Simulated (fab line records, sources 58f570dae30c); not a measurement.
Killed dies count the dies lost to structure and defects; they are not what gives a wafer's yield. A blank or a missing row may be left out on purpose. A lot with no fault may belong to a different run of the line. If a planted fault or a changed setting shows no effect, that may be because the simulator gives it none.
Tool commonality check    flow berkeleyCmos170    Lots sampled 14, wafers sampled 42

## REASON FOR OPENING
At UCB170_V1_THK_MEAS_01 the reading V1_TEOS_THK is flagged on 2 of 14 lots. No-fault wafers: 2001 nm, standard deviation 26.
Rule: a lot is flagged in two cases, either no wafer of it has a number, or all its wafers with numbers fall more than 4 standard deviations from that mean. The rest of the lots are taken to be sound.

lot   measured      on            V1_TEOS_THK (nm), wafer by wafer  flag
L425  day 7 04:53   filmMetro-02  2006 2028 2008                    
L426  day 7 08:44   filmMetro-02  1988 1980 2017                    
L429  day 8 06:05   filmMetro-01  1995 2017 2029                    
L430  day 8 16:01   filmMetro-03  1982 1991 2055                    
L431  day 8 16:02   filmMetro-01  1953 1973 1975                    
L432  day 9 06:49   filmMetro-01  2007 2021 2005                    
L433  day 9 19:44   filmMetro-02  1985 2058 2031                    
L436  day 10 01:20  filmMetro-02  2003 2011 2049                    
L438  day 10 06:35  filmMetro-02  1989 1986 2014                    
L439  day 10 06:35  filmMetro-03  1492 1517 1528                    FLAGGED
L441  day 10 16:55  filmMetro-02  1504 1522 1490                    FLAGGED
L445  day 11 17:47  filmMetro-01  1954 1994 2013                    
L446  day 11 23:41  filmMetro-02  1949 2050 2013                    
L447  day 11 23:41  filmMetro-01  1997 1982 2035                    
The numbers of the flagged lots are 1509 nm on average: -492 nm against the usual, or -19 standard deviations.

## WHICH TOOL RAN EACH LOT
The record holds 1 process step before the reading, out of a route of 331 steps. Cell contents, in order: the tool; ch with the chambers the sampled wafers went through; the start.
lot   flag     UCB170_V1_CVD_00
L425           pecvd-04 ch 0,1,2, day 7 04:43
L426           pecvd-01 ch 0,1, day 7 08:34
L429           pecvd-03 ch 0,1,2, day 8 05:55
L430           pecvd-04 ch 0,2, day 8 15:52
L431           pecvd-01 ch 0,1, day 8 15:52
L432           pecvd-04 ch 0,1,2, day 9 06:38
L433           pecvd-01 ch 0,1, day 9 19:35
L436           pecvd-04 ch 0,2, day 10 01:10
L438           pecvd-01 ch 0,2, day 10 06:26
L439  FLAGGED  pecvd-04 ch 0,2, day 10 06:26
L441  FLAGGED  pecvd-04 ch 0,1,2, day 10 16:46
L445           pecvd-01 ch 0,1,2, day 11 17:38
L446           pecvd-01 ch 0,1, day 11 23:31
L447           pecvd-03 ch 0,2, day 11 23:31
What the steps here do:
- UCB170_V1_CVD_00: deposits SiO2 from TEOS/O2, target thk 2000 nm, time 250 s.
- UCB170_V1_THK_MEAS_01

## FLAGGED OVER TOTAL, TOOL BY TOOL (the gauges that took the reading come last)
step                   tool          lots run  flagged  share of the flagged lots  sound lots run after its first flagged lot
UCB170_V1_CVD_00       pecvd-01      6         0        none                       -
UCB170_V1_CVD_00       pecvd-03      2         0        none                       -
UCB170_V1_CVD_00       pecvd-04      6         2        all                        0
UCB170_V1_THK_MEAS_01  filmMetro-01  5         0        none                       -
UCB170_V1_THK_MEAS_01  filmMetro-02  7         1        some                       1 (L446)
UCB170_V1_THK_MEAS_01  filmMetro-03  2         1        some                       0

## WHAT THE TABLE ALLOWS
1 row of the table ran every flagged lot: pecvd-04 at UCB170_V1_CVD_00.
- pecvd-04 at UCB170_V1_CVD_00: 2 of its 6 lots flagged. A fault beginning between L436 (day 10 01:10), its last sound lot, and L439 (day 10 06:26), its first flagged one, fits the data.
Just one tool remains: pecvd-04 at UCB170_V1_CVD_00.

## WHAT THE SIMULATOR HAD INSERTED
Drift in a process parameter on pecvd-04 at UCB170_V1_CVD_00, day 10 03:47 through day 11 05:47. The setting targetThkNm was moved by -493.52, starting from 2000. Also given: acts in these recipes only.
Shown lots that were struck: L439, L441. The same result came from the rule above.
